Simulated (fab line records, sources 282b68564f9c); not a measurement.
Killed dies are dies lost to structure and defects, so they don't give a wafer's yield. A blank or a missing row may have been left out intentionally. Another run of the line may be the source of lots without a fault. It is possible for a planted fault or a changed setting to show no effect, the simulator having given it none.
Matching of chambers ; flow ritCmos ; RIT_SPACER_ETCHBACK_05 on rieDiel-03 has 4 sister chambers
The step etches Si3N4 in SF6/CHF3, stops on SiO2, target depth 250 nm, time 240 s. 7 wafers are shown with their chamber, then 7 later ones without.

WAFERS PAIRED WITH THEIR CHAMBERS
wafer;chamber;throttleValvePct (%);drypumpMotorCurrentA (A)
L183.1;0;10.62;5.3
L185.1;3;10.51;5.5
L194.1;2;10.11;6.1
L194.3;3;10.51;5.5
L194.4;1;10.27;5.5
L197.2;2;10.12;6.1
L197.5;1;10.27;5.6

WAFERS WHOSE CHAMBER IS MISSING
wafer;throttleValvePct (%);drypumpMotorCurrentA (A)
L197.6;10.62;5.3
L199.1;10.52;5.4
L199.2;10.60;5.3
L199.3;10.12;6.1
L203.1;10.52;5.5
L203.2;10.11;6.1
L203.4;10.61;5.3

THE CHAMBER EACH PASSED THROUGH
wafer;from the rows above;in truth
L197.6;0;0
L199.1;3;3
L199.2;0;0
L199.3;2;2
L203.1;3;3
L203.2;2;2
L203.4;0;0
Correct placement for 7 of the 7. Number that these rows cannot place: 0. Placed wrongly: 0.
How it was worked out, from the rows above alone: a wafer's distance from a chamber is the root of the sum, over the readings, of the square of ((its reading less the chamber's mean) divided by the reading's scatter). The wafer belongs to the nearest chamber; if the next one is less than 2 further off, it can't be placed. A chamber's mean is the mean of its shown wafers. The scatter is the square root of a quotient: the sum, over the shown wafers, of each reading's squared deviation from its chamber's mean, divided by wafers minus chambers.
